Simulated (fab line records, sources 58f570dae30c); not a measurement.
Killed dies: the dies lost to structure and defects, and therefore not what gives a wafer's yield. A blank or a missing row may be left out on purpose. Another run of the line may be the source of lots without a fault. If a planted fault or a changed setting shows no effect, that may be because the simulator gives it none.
Chamber matching | flow berkeleyCmos170 | 4 sister chambers for UCB170_PWELL_ETCH_14 on rieDiel-03
The step etches Si3N4 in CH3F/Ar/O2, stops on SiO2, target depth 242 nm, time 151 s. 8 wafers are shown with their chamber, then 10 later ones without.

WAFERS PAIRED WITH THEIR CHAMBERS
wafer  | chamber | drypumpMotorCurrentA (A) | throttleValvePct (%)
L858.5 | 1       | 6.3                      | 8.07
L860.1 | 3       | 5.3                      | 8.07
L860.3 | 0       | 5.6                      | 8.28
L865.1 | 2       | 5.7                      | 8.15
L865.2 | 1       | 6.3                      | 8.08
L865.6 | 3       | 5.3                      | 8.07
L866.3 | 0       | 5.6                      | 8.28
L866.4 | 2       | 5.8                      | 8.15

WAFERS WITH NO CHAMBER GIVEN
wafer  | drypumpMotorCurrentA (A) | throttleValvePct (%)
L866.6 | 5.6                      | 8.29
L867.1 | 5.6                      | 8.29
L867.3 | 5.7                      | 8.16
L867.5 | 5.3                      | 8.05
L869.2 | 5.8                      | 8.14
L869.3 | 5.3                      | 8.07
L869.5 | 6.4                      | 8.08
L872.1 | 6.4                      | 8.08
L872.4 | 5.6                      | 8.30
L872.5 | 5.6                      | 8.31

WHICH CHAMBER EACH ONE RAN IN
wafer  | from the rows above | in truth
L866.6 | 0                   | 0
L867.1 | 0                   | 0
L867.3 | 2                   | 2
L867.5 | 3                   | 3
L869.2 | 2                   | 2
L869.3 | 3                   | 3
L869.5 | 1                   | 1
L872.1 | 1                   | 1
L872.4 | 0                   | 0
L872.5 | 0                   | 0
Correctly placed: 10 of 10. From these rows, 0 cannot be placed. Number placed wrongly: 0.
How it was worked out, from the rows above alone: a wafer's distance from a chamber is the root of the sum, over the readings, of the square of ((its reading less the chamber's mean) divided by the reading's scatter). If the next closest chamber is less than 2 further off than the closest, the wafer can't be placed; otherwise it belongs to the closest. Each chamber's mean is taken over the wafers shown for it. The scatter: the root of (the sum of the squares of (reading less its chamber's mean) over the shown wafers, divided by (wafers less chambers)).
